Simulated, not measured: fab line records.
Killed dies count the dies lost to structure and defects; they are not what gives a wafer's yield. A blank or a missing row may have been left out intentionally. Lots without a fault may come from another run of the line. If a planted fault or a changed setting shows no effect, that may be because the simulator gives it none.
Lot-split experiment + flow rit_cmos + 23 wafers read from 5 lots, route of 202 steps

== SPLIT DETAILS ==
At RIT_NRETRO_IMPLANT_08, the setting energy_kev was moved away from the recipe's 70 on 8 of the 23 wafers read, by -2.9% to +5.2%. The other wafers ran this setting at the recipe's value.

The reading is taken at the split's own step.

== THE READING ==
In nm, at RIT_NRETRO_IMPLANT_08: implant.drp_nm, which is the simulator's own figure and was read by no gauge. No usual value for it is given in the file.

| wafer  | tool, chamber at the split | energy_kev as run | against the recipe | implant.drp_nm, nm | against lot-mates on the recipe |
|--------|----------------------------|-------------------|--------------------|--------------------|---------------------------------|
| L075.1 | implanter-04, 0            | 70                | recipe             | 33.94              | -                               |
| L075.2 | implanter-04, 0            | 70                | recipe             | 33.94              | -                               |
| L075.5 | implanter-04, 0            | 70                | recipe             | 33.94              | -                               |
| L077.2 | implanter-02, 0            | 70                | recipe             | 33.94              | -                               |
| L077.3 | implanter-02, 0            | 70                | recipe             | 33.94              | -                               |
| L077.4 | implanter-02, 0            | 70                | recipe             | 33.94              | -                               |
| L077.5 | implanter-02, 0            | 70                | recipe             | 33.94              | -                               |
| L077.6 | implanter-02, 0            | 70                | recipe             | 33.94              | -                               |
| L076.1 | implanter-04, 0            | 70                | recipe             | 33.94              | -                               |
| L076.3 | implanter-04, 0            | 70                | recipe             | 33.94              | -                               |
| L076.2 | implanter-04, 0            | 73.62             | +5.2%              | 35.41              | +1.47                           |
| L076.4 | implanter-04, 0            | 73.62             | +5.2%              | 35.41              | +1.47                           |
| L076.5 | implanter-04, 0            | 73.62             | +5.2%              | 35.41              | +1.47                           |
| L078.1 | implanter-02, 0            | 70                | recipe             | 33.94              | -                               |
| L078.6 | implanter-02, 0            | 70                | recipe             | 33.94              | -                               |
| L078.2 | implanter-02, 0            | 67.99             | -2.9%              | 33.11              | -0.83                           |
| L078.3 | implanter-02, 0            | 67.99             | -2.9%              | 33.11              | -0.83                           |
| L078.5 | implanter-02, 0            | 67.99             | -2.9%              | 33.11              | -0.83                           |
| L085.2 | implanter-02, 0            | 70                | recipe             | 33.94              | -                               |
| L085.5 | implanter-02, 0            | 70                | recipe             | 33.94              | -                               |
| L085.6 | implanter-02, 0            | 70                | recipe             | 33.94              | -                               |
| L085.3 | implanter-02, 0            | 73.01             | +4.3%              | 35.16              | +1.22                           |
| L085.4 | implanter-02, 0            | 73.01             | +4.3%              | 35.16              | +1.22                           |

FIT RESULTS
A straight line over all 23 wafers: implant.drp_nm changes by +0.285 nm for each +1% of energy_kev; r = +1.00; the points scatter about the line by 0.0041 nm.
The same after taking each lot's own level away (the mean of its wafers on the recipe; 23 wafers): +0.285 nm for each +1%; r = +1.00; scatter 0.0041 nm.
On that fit, the largest move of energy_kev shifts the reading by 1.5 nm.
The lots' own levels span 33.940 to 33.940 nm.
Consequently the slope shifts little with the lot-to-lot level, the two slopes agreeing.
Check: with one of the wafers moved furthest among these (+5.2%) left out of the fit, the line predicts +1.47 nm for it against its lot-mates. It came out at +1.47 nm against them.

== OTHER SPLITS APPLIED TO THESE WAFERS ==
Note: prior to the reading, these wafers also went through further splits. Each is held against what the fit with the lots' levels taken away leaves over:
| other split on the same wafers   | wafers away from the commonest value | r with implant.drp_nm (lot level and that fit taken away) |
|----------------------------------|--------------------------------------|-----------------------------------------------------------|
| RIT_PWELL_IMPLANT_08 energy_kev  | 8                                    | +0.04                                                     |
| RIT_NRETRO_COAT_01 resist_thk_nm | 7                                    | -0.40                                                     |

== THE WHOLE CHAIN: every reading that the file lists as answering this split, in the file's order ==
| step                  | what it does | reading                                                         | change (the file's fit)               | r (the file's) |
|-----------------------|--------------|-----------------------------------------------------------------|---------------------------------------|----------------|
| RIT_NRETRO_IMPLANT_08 |              | implant.rp_nm (the simulator's own value, which no gauge read)  | +0.873 nm for each +1% of the setting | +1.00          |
| RIT_NRETRO_IMPLANT_08 |              | implant.drp_nm (the simulator's own value, which no gauge read) | +0.285 nm for each +1% of the setting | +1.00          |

== THE FILE'S OWN FIT ==
implant.drp_nm changes by +0.285 nm for each +1% of energy_kev, r = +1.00.
